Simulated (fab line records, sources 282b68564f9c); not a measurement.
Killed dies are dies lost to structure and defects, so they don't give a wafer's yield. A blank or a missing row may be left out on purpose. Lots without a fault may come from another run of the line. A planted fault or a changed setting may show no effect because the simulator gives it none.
fab line records | flow rit_cmos
record lots=14 wafers=42 last_day=7
route steps=202 shown GATE@81 NSD@137 CONTACT@176 M1@202
lots that met no fault: from a run of the same line without faults
start_h: hours from the record's first day to the start of the lot's first wafer shown | wait_h: hours since the lot's step before | " the same as in the row above | L1.1+2: a row that stands for several wafers | - no value, or no start given | * or withheld: withheld | < > ~ a bound
route shown NAME@n: a module of which the file shows steps, and the number in the route of the first | usual: mean/standard deviation of fault-free wafers | same: alike in all rows | chamber/n: place in a boat | sites: the reading at each site | _std_site: their standard deviation | _edge_site: outer sites' mean less inner sites' | radius_mm: how far each site lies from the wafer's centre | mask NAME#n: copy n | behind: the tool/chamber that last shaped the wafer | hold: why the lot was held/for how many hours/how that ended | device: the transistor (n, p or np) that didn't switch | end of line: the same wafers' tests at the end of the route | a step without rows: its recipe alone | killed: dies lost to structure and defects at the first sort, not the wafer's yield | map: a wafer's dies, x killed, . not, _ none there
set.NAME: the setting as run; set.NAME@STEP: as run at that earlier step | model.NAME: the simulator's own value behind a step, which no gauge read
steps of the route over a sample of lots; a table a step, a row a wafer
services: from which hour (start_h, from the record's first day; less than 0 if before it) a tool's chamber was out of use, for how many hours, and why
## steps
# step RIT_GATE_OXIDATION_05
# recipe temp_c=900 ambient=O2 target_thk_a=30 ox_time_s=270
# usual ox_temp_c=900.0/0.41 spike_tc_centre_C=902.4/1.4 spike_tc_source_C=925/3.4
# same ox_time_s=270
# columns lot.wafer tool chamber start_h wait_h ox_temp_c spike_tc_centre_C spike_tc_source_C
L903.3 furnace-04 0 33.29 0.0 900.5 902.7 924
L903.4 " 0 " " 900.0 901.9 927
L903.6 " 0 " " 900.0 902.8 925
L906.1 furnace-03 0 46.91 0.1 900.1 903.5 927
L906.2 " 0 " " 899.3 903.3 928
L906.5 " 0 " " 899.8 903.2 926
L907.2 furnace-03 0 52.12 0.0 900.2 903.3 927
L907.3 " 0 " " 899.2 903.3 927
L907.4 " 0 " " 899.9 903.3 927
L908.1 furnace-03 0 59.85 0.9 900.4 903.2 927
L908.2 " 0 " " 899.6 902.9 929
L908.3 " 0 " " 899.8 903.0 929
L909.2 furnace-03 0 62.73 0.0 899.8 903.4 925
L909.4 " 0 " " 900.5 902.9 928
L909.6 " 0 " " 900.4 903.6 929
L911.1 furnace-04 0 71.65 0.1 900.1 902.3 925
L911.2 " 0 " " 900.2 903.1 926
L911.5 " 0 " " 900.2 902.9 925
L912.1 furnace-03 0 77.58 0.3 899.7 900.6 929
L912.2 " 0 " " 899.8 902.0 927
L912.5 " 0 " " 900.2 903.4 928
L914.2 furnace-03 0 89.87 1.3 900.0 902.5 927
L914.4 " 0 " " 899.6 903.3 929
L914.6 " 0 " " 900.0 903.2 927
L915.1 furnace-02 0 93.59 0.1 899.9 900.3 917
L915.2 " 0 " " 900.3 900.7 919
L915.5 " 0 " " 900.3 901.3 917
L919.2 furnace-03 0 113.73 0.0 900.5 904.5 928
L919.3 " 0 " " 899.8 903.3 927
L919.6 " 0 " " 900.5 901.5 927
L921.1 furnace-03 0 122.15 0.1 900.5 903.3 928
L921.4 " 0 " " 900.0 903.6 929
L921.5 " 0 " " 900.0 904.1 927
L922.2 furnace-03 0 128.40 1.0 899.9 904.3 929
L922.3 " 0 " " 900.5 903.7 927
L922.5 " 0 " " 899.9 902.8 926
L923.1 furnace-02 0 131.87 0.1 900.0 903.5 917
L923.2 " 0 " " 900.0 900.4 916
L923.5 " 0 " " 900.0 899.8 917
L925.2 furnace-04 0 142.42 0.0 899.9 900.5 924
L925.5 " 0 " " 899.3 902.5 926
L925.6 " 0 " " 900.4 902.6 925
# step RIT_NSD_OVL_MEAS_06
# usual NSD_OVL=0.5/1.5
# columns lot.wafer tool chamber start_h wait_h NSD_OVL[nm]
L903.3 overlay-01 - 49.90 - -1.0
L903.4 " - " " -0.8
L903.6 " - " " 0.7
L906.1 overlay-02 - 61.70 - 0.9
L906.2 " - " " 3.3
L906.5 " - " " 2.0
L907.2 overlay-01 - 66.23 - 0.5
L907.3 " - " " 0.1
L907.4 " - " " 1.0
L908.1 overlay-02 - 73.93 - 0.8
L908.2 " - " " 0.4
L908.3 " - " " -0.1
L909.2 overlay-02 - 77.21 - -1.4
L909.4 " - " " 0.8
L909.6 " - " " -2.6
L911.1 overlay-01 - 86.12 - 0.5
L911.2 " - " " -0.9
L911.5 " - " " 0.3
L912.1 overlay-01 - 91.69 - -1.6
L912.2 " - " " -0.8
L912.5 " - " " -0.7
L914.2 overlay-02 - 107.75 - 2.2
L914.4 " - " " -0.7
L914.6 " - " " 0.5
L915.1 overlay-02 - 110.65 - 1.9
L915.2 " - " " 2.8
L915.5 " - " " 2.4
L919.2 overlay-02 - 128.15 - 2.3
L919.3 " - " " 0.5
L919.6 " - " " 0.5
L921.1 overlay-01 - 136.63 - 2.0
L921.4 " - " " 0.1
L921.5 " - " " -1.1
L922.2 overlay-01 - 142.91 - 2.5
L922.3 " - " " 3.2
L922.5 " - " " 1.0
L923.1 overlay-01 - 145.91 - 3.9
L923.2 " - " " 3.8
L923.5 " - " " 2.1
L925.2 overlay-01 - 156.40 - 0.7
L925.5 " - " " 0.8
L925.6 " - " " 2.0
# step RIT_NSD_STRIP_09
# recipe chemistry=O2 time_s=180 resist=NOVOLAK platen_temp_c=withheld power_w=500 pressure_mtorr=4000 o2_flow_sccm=4000
# usual drypump_motor_current_A=5.6/0.47
# columns lot.wafer tool chamber start_h wait_h drypump_motor_current_A rf_hours_counter_h
L903.3 plasma_asher-01 1 50.40 0.1 5.8 -
L903.4 " 0 " " 4.8 -
L903.6 " 0 " " 4.8 -
L906.1 plasma_asher-02 0 62.04 0.1 5.2 43
L906.2 " 1 " " 6.2 43
L906.5 " 1 " " 6.2 -
L907.2 plasma_asher-02 0 66.56 0.1 5.2 43
L907.3 " 0 " " 5.2 -
L907.4 " 1 " " 6.2 -
L908.1 plasma_asher-01 0 74.27 0.1 4.8 44
L908.2 " 1 " " 5.7 44
L908.3 " 1 " " 5.7 -
L909.2 plasma_asher-02 1 77.54 0.1 6.2 44
L909.4 " 1 " " 6.2 -
L909.6 " 0 " " 5.2 -
L911.1 plasma_asher-02 1 86.46 0.1 6.2 45
L911.2 " 0 " " 5.2 45
L911.5 " 1 " " 6.2 -
L912.1 plasma_asher-04 0 92.03 0.1 6.1 31
L912.2 " 1 " " 5.4 31
L912.5 " 1 " " 5.4 -
L914.2 plasma_asher-04 0 108.08 0.1 6.0 33
L914.4 " 0 " " 6.0 -
L914.6 " 0 " " 6.0 -
L915.1 plasma_asher-01 0 110.98 0.1 4.8 48
L915.2 " 1 " " 5.7 48
L915.5 " 1 " " 5.8 -
L919.2 plasma_asher-04 1 128.48 0.1 5.4 36
L919.3 " 0 " " 6.0 -
L919.6 " 0 " " 6.0 -
L921.1 plasma_asher-04 0 136.97 0.1 6.0 37
L921.4 " 1 " " 5.4 -
L921.5 " 0 " " 6.0 -
L922.2 plasma_asher-01 1 143.24 0.1 5.8 52
L922.3 " 1 " " 5.8 -
L922.5 " 1 " " 5.8 -
L923.1 plasma_asher-02 0 146.25 0.1 5.2 3
L923.2 " 1 " " 6.2 3
L923.5 " 1 " " 6.2 -
L925.2 plasma_asher-01 0 156.73 0.1 4.9 53
L925.5 " 1 " " 5.8 -
L925.6 " 0 " " 4.8 -
# step RIT_CONTACT_CD_MEAS_08
# recipe target_cd_nm=1000
# usual cd_nm=999.9/2.3
# columns lot.wafer tool chamber start_h wait_h cd_nm
L903.3 cd_sem-01 - 54.77 - 1002.6
L903.4 " - " " 1002.4
L903.6 " - " " 1001.5
L906.1 cd_sem-01 - 66.62 - 1000.4
L906.2 " - " " 1000.3
L906.5 " - " " 999.1
L907.2 cd_sem-01 - 71.07 - 995.6
L907.3 " - " " 998.9
L907.4 " - " " 997.8
L908.1 cd_sem-01 - 78.68 - 1001.1
L908.2 " - " " 999.3
L908.3 " - " " 999.5
L909.2 cd_sem-02 - 81.93 - 998.4
L909.4 " - " " 1000.6
L909.6 " - " " 1001.0
L911.1 cd_sem-01 - 90.79 - 999.0
L911.2 " - " " 1000.1
L911.5 " - " " 999.1
L912.1 cd_sem-02 - 96.21 - 1000.8
L912.2 " - " " 1001.2
L912.5 " - " " 998.6
L914.2 cd_sem-02 - 112.71 - 1001.9
L914.4 " - " " 999.4
L914.6 " - " " 997.5
L915.1 cd_sem-02 - 115.25 - 999.2
L915.2 " - " " 997.4
L915.5 " - " " 996.6
L919.2 cd_sem-02 - 132.78 - 1000.1
L919.3 " - " " 1000.5
L919.6 " - " " 1001.1
L921.1 cd_sem-01 - 141.54 - 1000.8
L921.4 " - " " 999.6
L921.5 " - " " 999.0
L922.2 cd_sem-01 - 147.67 - 999.5
L922.3 " - " " 1000.9
L922.5 " - " " 1000.6
L923.1 cd_sem-02 - 150.70 - 999.5
L923.2 " - " " 1000.8
L923.5 " - " " 1001.0
L925.2 cd_sem-02 - 161.13 - 1001.4
L925.5 " - " " 1001.4
L925.6 " - " " 1001.1
# step RIT_M1_PROBE_99
# usual killed_at_M0_to_M3=0.0/0.083 killed_at_contacts=0.1/0.36 killed_at_front_end=7.2/2.9 killed_dies=7.4/2.9 killed_open=3.8/2 killed_short=3.5/2
# same gross_dies=264 killed_at_M4_up=0 killed_at_back_side=0 killed_at_other=0
# columns lot.wafer tool chamber start_h wait_h killed_at_M0_to_M3 killed_at_contacts killed_at_front_end killed_dies killed_open killed_short
L903.3 prober-02 - 60.07 0.2 0 1 13 14 5 9
L903.4 prober-02 - 60.12 0.2 0 0 9 9 4 5
L903.6 prober-02 - 60.22 0.2 0 0 6 6 3 3
L906.1 prober-01 - 71.90 0.1 0 0 11 11 5 6
L906.2 prober-01 - 71.95 0.1 0 0 10 10 6 4
L906.5 prober-01 - 72.10 0.2 0 0 9 9 7 2
L907.2 prober-02 - 76.44 0.1 0 0 6 6 3 3
L907.3 prober-02 - 76.49 0.2 0 0 5 5 2 3
L907.4 prober-02 - 76.54 0.2 1 0 4 5 3 2
L908.1 prober-01 - 84.20 0.1 0 0 8 8 1 7
L908.2 prober-01 - 84.25 0.1 0 0 5 5 2 2
L908.3 prober-01 - 84.30 0.2 0 0 5 5 3 2
L909.2 prober-02 - 88.72 0.1 0 0 5 5 3 2
L909.4 prober-02 - 88.82 0.2 0 0 9 9 5 4
L909.6 prober-02 - 88.92 0.2 0 0 3 3 0 3
L911.1 prober-02 - 96.94 0.1 0 1 9 10 7 3
L911.2 prober-02 - 96.99 0.1 0 0 5 5 3 2
L911.5 prober-02 - 97.14 0.2 0 0 11 11 8 3
L912.1 prober-01 - 101.94 0.1 0 0 10 10 2 8
L912.2 prober-01 - 101.99 0.1 0 1 8 9 4 5
L912.5 prober-01 - 102.14 0.2 0 0 8 8 6 2
L914.2 prober-02 - 118.29 0.1 0 0 7 7 1 6
L914.4 prober-02 - 118.39 0.2 0 0 7 7 4 3
L914.6 prober-02 - 118.49 0.2 0 0 9 9 4 5
L915.1 prober-01 - 120.67 0.1 0 0 9 9 2 7
L915.2 prober-01 - 120.72 0.1 0 0 5 5 1 4
L915.5 prober-01 - 120.87 0.2 0 0 13 13 8 5
L919.2 prober-01 - 138.56 0.1 0 0 1 1 0 1
L919.3 prober-01 - 138.61 0.2 0 0 4 4 3 1
L919.6 prober-01 - 138.76 0.2 0 0 6 6 5 1
L921.1 prober-01 - 147.11 0.1 0 0 14 14 3 0
L921.4 prober-01 - 147.26 0.2 0 0 16 16 2 1
L921.5 prober-01 - 147.31 0.2 0 0 15 15 2 4
L922.2 prober-02 - 153.07 0.1 0 0 17 17 2 6
L922.3 prober-02 - 153.12 0.2 0 0 20 20 6 6
L922.5 prober-02 - 153.22 0.2 0 0 15 15 3 7
L923.1 prober-01 - 156.23 0.1 0 0 7 7 4 3
L923.2 prober-01 - 156.28 0.1 0 0 7 7 2 5
L923.5 prober-01 - 156.43 0.2 0 0 2 2 1 1
L925.2 prober-01 - 166.31 0.1 0 0 5 5 3 2
L925.5 prober-01 - 166.46 0.2 0 0 4 4 2 2
L925.6 prober-01 - 166.51 0.2 0 0 7 7 3 3
# killed by level:class
L903.3 GATE:geometric_particle:short=3 SPACER:geometric_particle:short=3 FOX1:geometric_particle:short=2 GATE:geometric_particle:open=2 SPACER:geometric_particle:open=1 SILICIDE:geometric_particle:short=1 SILICIDE:geometric_particle:open=1 CONTACT:geometric_particle:open=1
L903.4 REOX:geometric_particle:open=2 ACTIVE:geometric_particle:short=1 FOX1:geometric_particle:open=1 FOX2:geometric_particle:short=1 GATE:geometric_particle:short=1 GATE:geometric_particle:open=1 REOX:geometric_particle:short=1 SILICIDE:geometric_particle:short=1
L903.6 GATE:geometric_particle:short=2 SPACER:geometric_particle:open=2 GATE:geometric_particle:open=1 REOX:geometric_particle:short=1
L906.1 GATE:geometric_particle:open=2 SPACER:geometric_particle:open=2 SILICIDE:geometric_particle:short=2 FOX1:geometric_particle:short=1 FOX2:geometric_particle:short=1 GATE:geometric_particle:short=1 SPACER:geometric_particle:short=1 SILICIDE:geometric_particle:open=1
L906.2 SPACER:geometric_particle:open=2 SPACER:geometric_particle:short=2 SILICIDE:geometric_particle:open=2 GATE:geometric_particle:open=1 GATE:geometric_particle:short=1 REOX:geometric_particle:open=1 SILICIDE:geometric_particle:short=1
L906.5 SPACER:geometric_particle:open=3 FOX1:geometric_particle:open=1 GATE:geometric_particle:open=1 GATE:geometric_particle:short=1 REOX:geometric_particle:short=1 REOX:geometric_particle:open=1 SILICIDE:geometric_particle:open=1
L907.2 FOX1:geometric_particle:open=1 FOX2:geometric_particle:short=1 GATE:geometric_particle:short=1 REOX:geometric_particle:open=1 SPACER:geometric_particle:open=1 SPACER:geometric_particle:short=1
L907.3 GATE:geometric_particle:open=2 FOX2:geometric_particle:short=1 SPACER:geometric_particle:short=1 SILICIDE:geometric_particle:short=1
L907.4 FOX2:geometric_particle:short=1 GATE:geometric_particle:short=1 GATE:geometric_particle:open=1 SILICIDE:geometric_particle:open=1 M1:geometric_particle:open=1
L908.1 FOX1:geometric_particle:short=3 SPACER:geometric_particle:short=2 FOX2:geometric_particle:open=1 FOX2:geometric_particle:short=1 GATE:geometric_particle:short=1
L908.2 GATE:geometric_particle:open=2 REOX:geometric_particle:short=1 SPACER:geometric_particle:short=1 ACTIVE:coat_microbubble_printed=1
L908.3 SPACER:geometric_particle:open=2 FOX1:geometric_particle:open=1 FOX1:geometric_particle:short=1 SPACER:geometric_particle:short=1
L909.2 FOX1:geometric_particle:short=1 FOX1:geometric_particle:open=1 GATE:geometric_particle:open=1 SILICIDE:geometric_particle:short=1 SILICIDE:geometric_particle:open=1
L909.4 FOX1:geometric_particle:short=2 REOX:geometric_particle:open=2 GATE:geometric_particle:open=1 REOX:geometric_particle:short=1 SPACER:geometric_particle:open=1 SILICIDE:geometric_particle:open=1 SILICIDE:geometric_particle:short=1
L909.6 FOX1:geometric_particle:short=2 GATE:geometric_particle:short=1
L911.1 GATE:geometric_particle:open=3 GATE:geometric_particle:short=2 REOX:geometric_particle:open=2 FOX1:geometric_particle:short=1 SPACER:geometric_particle:open=1 CONTACT:geometric_particle:open=1
L911.2 FOX2:geometric_particle:open=1 FOX2:geometric_particle:short=1 GATE:geometric_particle:short=1 SPACER:geometric_particle:open=1 SILICIDE:geometric_particle:open=1
L911.5 FOX1:geometric_particle:open=3 GATE:geometric_particle:open=3 SPACER:geometric_particle:open=2 FOX1:geometric_particle:short=1 GATE:geometric_particle:short=1 REOX:geometric_particle:short=1
L912.1 SPACER:geometric_particle:short=3 FOX1:geometric_particle:short=2 ACTIVE:geometric_particle:short=1 GATE:geometric_particle:open=1 GATE:geometric_particle:short=1 REOX:geometric_particle:short=1 SPACER:geometric_particle:open=1
L912.2 GATE:geometric_particle:open=3 GATE:geometric_particle:short=2 FOX1:geometric_particle:short=1 REOX:geometric_particle:short=1 SILICIDE:geometric_particle:open=1 CONTACT:geometric_particle:short=1
L912.5 GATE:geometric_particle:open=2 GATE:geometric_particle:short=2 REOX:geometric_particle:open=2 FOX2:geometric_particle:open=1 SPACER:geometric_particle:open=1
L914.2 GATE:geometric_particle:short=2 SILICIDE:geometric_particle:short=2 FOX1:geometric_particle:short=1 GATE:geometric_particle:open=1 SPACER:geometric_particle:short=1
L914.4 FOX1:geometric_particle:short=1 FOX1:geometric_particle:open=1 GATE:geometric_particle:short=1 GATE:geometric_particle:open=1 REOX:geometric_particle:open=1 SPACER:geometric_particle:open=1 SPACER:geometric_particle:short=1
L914.6 GATE:geometric_particle:short=3 FOX2:geometric_particle:open=1 FOX2:geometric_particle:short=1 GATE:geometric_particle:open=1 REOX:geometric_particle:open=1 SPACER:geometric_particle:short=1 SPACER:geometric_particle:open=1
L915.1 FOX2:geometric_particle:short=2 GATE:geometric_particle:short=2 ACTIVE:geometric_particle:short=1 FOX1:geometric_particle:short=1 GATE:geometric_particle:open=1 SPACER:geometric_particle:short=1 SPACER:geometric_particle:open=1
L915.2 GATE:geometric_particle:short=2 FOX1:geometric_particle:open=1 SPACER:geometric_particle:short=1 SILICIDE:geometric_particle:short=1
L915.5 FOX1:geometric_particle:open=3 FOX1:geometric_particle:short=2 SPACER:geometric_particle:open=2 GATE:geometric_particle:open=1 GATE:geometric_particle:short=1 REOX:geometric_particle:open=1 SPACER:geometric_particle:short=1 SILICIDE:geometric_particle:short=1
L919.2 FOX1:geometric_particle:short=1
L919.3 FOX1:geometric_particle:open=2 FOX1:geometric_particle:short=1 SPACER:geometric_particle:open=1
L919.6 ACTIVE:geometric_particle:short=1 FOX1:geometric_particle:open=1 GATE:geometric_particle:open=1 REOX:geometric_particle:open=1 SPACER:geometric_particle:open=1 SILICIDE:geometric_particle:open=1
L921.1 GATE:unspecified=11 FOX1:geometric_particle:open=1 GATE:geometric_particle:open=1 REOX:geometric_particle:open=1
L921.4 GATE:unspecified=12 FOX1:geometric_particle:short=1 FOX2:geometric_particle:open=1 SPACER:geometric_particle:open=1 NLDD:coat_microbubble_printed=1
L921.5 GATE:unspecified=8 GATE:geometric_particle:short=3 GATE:geometric_particle:open=2 REOX:geometric_particle:short=1 NLDD:coat_microbubble_printed=1
L922.2 GATE:unspecified=9 GATE:geometric_particle:short=3 FOX1:geometric_particle:short=2 GATE:geometric_particle:open=2 SPACER:geometric_particle:short=1
L922.3 GATE:unspecified=8 GATE:geometric_particle:open=4 GATE:geometric_particle:short=2 SILICIDE:geometric_particle:short=2 FOX1:geometric_particle:short=1 REOX:geometric_particle:open=1 SPACER:geometric_particle:short=1 SILICIDE:geometric_particle:open=1
L922.5 GATE:unspecified=5 GATE:geometric_particle:short=4 ACTIVE:geometric_particle:short=1 FOX1:geometric_particle:open=1 GATE:geometric_particle:open=1 SPACER:geometric_particle:short=1 SILICIDE:geometric_particle:short=1 SILICIDE:geometric_particle:open=1
L923.1 GATE:geometric_particle:open=2 REOX:geometric_particle:short=2 FOX2:geometric_particle:open=1 GATE:geometric_particle:short=1 SILICIDE:geometric_particle:open=1
L923.2 GATE:geometric_particle:short=3 REOX:geometric_particle:open=2 FOX1:geometric_particle:short=1 SPACER:geometric_particle:short=1
L923.5 FOX1:geometric_particle:short=1 SPACER:geometric_particle:open=1
L925.2 GATE:geometric_particle:open=2 GATE:geometric_particle:short=1 SPACER:geometric_particle:short=1 SILICIDE:geometric_particle:open=1
L925.5 FOX1:geometric_particle:open=1 FOX1:geometric_particle:short=1 GATE:geometric_particle:open=1 SILICIDE:geometric_particle:short=1
L925.6 GATE:geometric_particle:open=2 FOX1:geometric_particle:open=1 FOX1:geometric_particle:short=1 FOX2:geometric_particle:short=1 REOX:geometric_particle:short=1 PWELL:coat_microbubble_printed=1
## services
# columns tool chamber start_h hours kind
plasma_asher-04 - 46.32 3.4 repair
furnace-03 - 54.61 3.2 pm
furnace-04 - 68.48 2.6 pm
plasma_asher-02 - 107.56 3.9 repair
plasma_asher-04 - 108.75 1.5 repair
plasma_asher-02 - 111.42 9.0 pm
plasma_asher-02 0 111.42 9.0 vent_cycle
plasma_asher-02 1 111.42 9.0 vent_cycle
plasma_asher-02 0 120.42 - clean
plasma_asher-02 1 120.42 - clean
furnace-04 - 156.84 3.6 pm
## key
first_sign step=RIT_M1_PROBE_99 reading=killed_at_front_end direction=up sigmas=3.1 usual=7.2 struck=16.2 wafers_moved=5
effect step=RIT_M1_PROBE_99 reading=killed_dies direction=up sigmas=3 usual=7.4 struck=16.2 wafers_moved=5
met_at RIT_GATE_OXIDATION_05
struck_lots L921,L922
struck_wafers L921.1,L921.4,L921.5,L922.2,L922.3,L922.5
tester_left_out L921,L922
not_acting_at RIT_NSD_OVL_MEAS_06,RIT_NSD_STRIP_09,RIT_CONTACT_CD_MEAS_08
onset_between 113.73 122.15
fault kind=chamber_particle_source tool=furnace-03 chamber=0 onset_h=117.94 steps=RIT_GATE_OXIDATION_05 rate_per_visit_cm2=0.069228 end_h=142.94
# tester_left_out: of these lots the tester's yield and bins aren't shown, on N5 and GAA mostly nor the transistor test; their killed dies are dies lost to structure and defects alone, not to doping, threshold or leakage, so they don't give the yield
